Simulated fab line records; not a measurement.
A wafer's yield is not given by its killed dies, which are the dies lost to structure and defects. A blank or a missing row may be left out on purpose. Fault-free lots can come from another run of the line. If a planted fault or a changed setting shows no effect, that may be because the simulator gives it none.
Which tool is to blame? | flow berkeley_cmos170 | 14 lots with 42 wafers sampled at 2 steps, on a route of 331 steps

## WHAT THE GAUGES SHOWED, per wafer
UCB170_GATE_THK_MEAS_02. Usual: for GATE_OXIDE_THK the level is 6.55 nm and the standard deviation is 0.12.
lot  | measured     | on            | GATE_OXIDE_THK (nm) | flag
L277 | day 5 13:55  | film_metro-01 | 6.46 6.48 6.45      |
L278 | day 6 05:56  | film_metro-01 | 6.76 6.71 6.65      |
L280 | day 6 23:14  | film_metro-03 | 6.33 6.29 6.28      |
L281 | day 6 23:14  | film_metro-02 | 6.65 6.42 6.56      |
L283 | day 7 02:49  | film_metro-03 | 6.46 6.46 6.50      |
L284 | day 7 02:49  | film_metro-01 | 6.33 6.27 6.42      |
L282 | day 7 09:41  | film_metro-03 | 6.36 6.30 6.41      |
L285 | day 7 09:44  | film_metro-03 | 6.58 6.58 6.65      |
L294 | day 8 22:20  | film_metro-02 | 6.86 7.31 7.74      | OFF
L293 | day 9 01:10  | film_metro-02 | 7.88 7.09 6.90      | OFF
L295 | day 9 14:17  | film_metro-01 | 6.68 6.65 6.74      |
L297 | day 10 01:17 | film_metro-01 | 6.61 6.46 6.54      |
L298 | day 10 01:19 | film_metro-03 | 6.74 6.79 6.65      |
L299 | day 10 01:17 | film_metro-02 | 6.67 6.73 6.64      |

## WHAT TOOL EACH LOT RAN ON (gives the tool, then ch and the chambers of the sampled wafers, and finally the start)
lot  | UCB170_GATE_OXIDATION_01
L277 | furnace-01 ch 0, day 5 12:25
L278 | furnace-02 ch 0, day 6 04:26
L280 | furnace-04 ch 0, day 6 21:44
L281 | furnace-04 ch 0, day 6 21:44
L283 | furnace-02 ch 0, day 7 01:19
L284 | furnace-02 ch 0, day 7 01:19
L282 | furnace-02 ch 0, day 7 08:11
L285 | furnace-02 ch 0, day 7 08:11
L294 | furnace-04 ch 0, day 8 20:50
L293 | furnace-04 ch 0, day 8 23:40
L295 | furnace-01 ch 0, day 9 12:47
L297 | furnace-01 ch 0, day 9 23:47
L298 | furnace-01 ch 0, day 9 23:47
L299 | furnace-01 ch 0, day 9 23:47
- UCB170_GATE_OXIDATION_01: target thk 6.6 nm, ox time 1800 s.

## WHAT THE TOOLS THEMSELVES READ (means of the sampled wafers that have a number; where no wafer has one, the mark that the record gives instead)
UCB170_GATE_OXIDATION_01. Usual: spike_tc_centre_C 851.6 C, standard deviation 1.4; zone_power_centre_pct 39 %, standard deviation 4.9.
lot  | tool       | spike_tc_centre_C (C) | zone_power_centre_pct (%) | flag
L277 | furnace-01 | 853.3                 | 38                        |
L278 | furnace-02 | 850.8                 | 34                        |
L280 | furnace-04 | 850.8                 | 46                        |
L281 | furnace-04 | 851.3                 | 46                        |
L283 | furnace-02 | 851.0                 | 35                        |
L284 | furnace-02 | 850.8                 | 35                        |
L282 | furnace-02 | 850.7                 | 34                        |
L285 | furnace-02 | 850.0                 | 35                        |
L294 | furnace-04 | 880.4                 | 59                        | OFF
L293 | furnace-04 | 879.5                 | 59                        | OFF
L295 | furnace-01 | 853.5                 | 38                        |
L297 | furnace-01 | 853.4                 | 38                        |
L298 | furnace-01 | 853.6                 | 38                        |
L299 | furnace-01 | 851.8                 | 38                        |

## THE ANSWER, worked out from the rows above alone
Rule: lot off if the mean of its wafers having a number is beyond 3 standard deviations from the usual mean. A lot without any number at a reading at which 4 lots or more have one is off too. All remaining lots with rows at the step are treated as sound. First the gauges in route order, then the tools' own readings, where a lot's mean is used as printed above. The first step at which some lot is off is used, and at that step the reading that is off furthest; a lot without a number counts as furthest.
Off: L294, L293, seen at UCB170_GATE_THK_MEAS_02 (GATE_OXIDE_THK).
A tool fits if, at a process step before that reading, it ran every lot that is off, and no sound lot after the first of them. Not tried: the gauges at UCB170_GATE_THK_MEAS_02; whatever is off there is also off at UCB170_GATE_OXIDATION_01, on other tools, and gauge error can't account for it. One fits: furnace-04 at UCB170_GATE_OXIDATION_01. Its last sound lot is L280 (day 6 21:44), its first lot that is off L294 (day 8 20:50): a fault that began between those two fits.
The tool's own readings at UCB170_GATE_OXIDATION_01 bear it out: on the lots that are off they differ by more than 5 times the standard deviation of the sound lots' means. spike_tc_centre_C reads 880.0 C there against 851.8 C on the sound lots; zone_power_centre_pct reads 59 % there against 38 % on the sound lots.

## WHAT HAD BEEN PUT IN BY THE SIMULATOR
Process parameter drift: furnace-04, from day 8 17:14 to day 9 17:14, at UCB170_GATE_OXIDATION_01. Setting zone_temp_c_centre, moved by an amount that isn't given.
Struck lots among those shown: L294, L293. The same result came from the rule above.
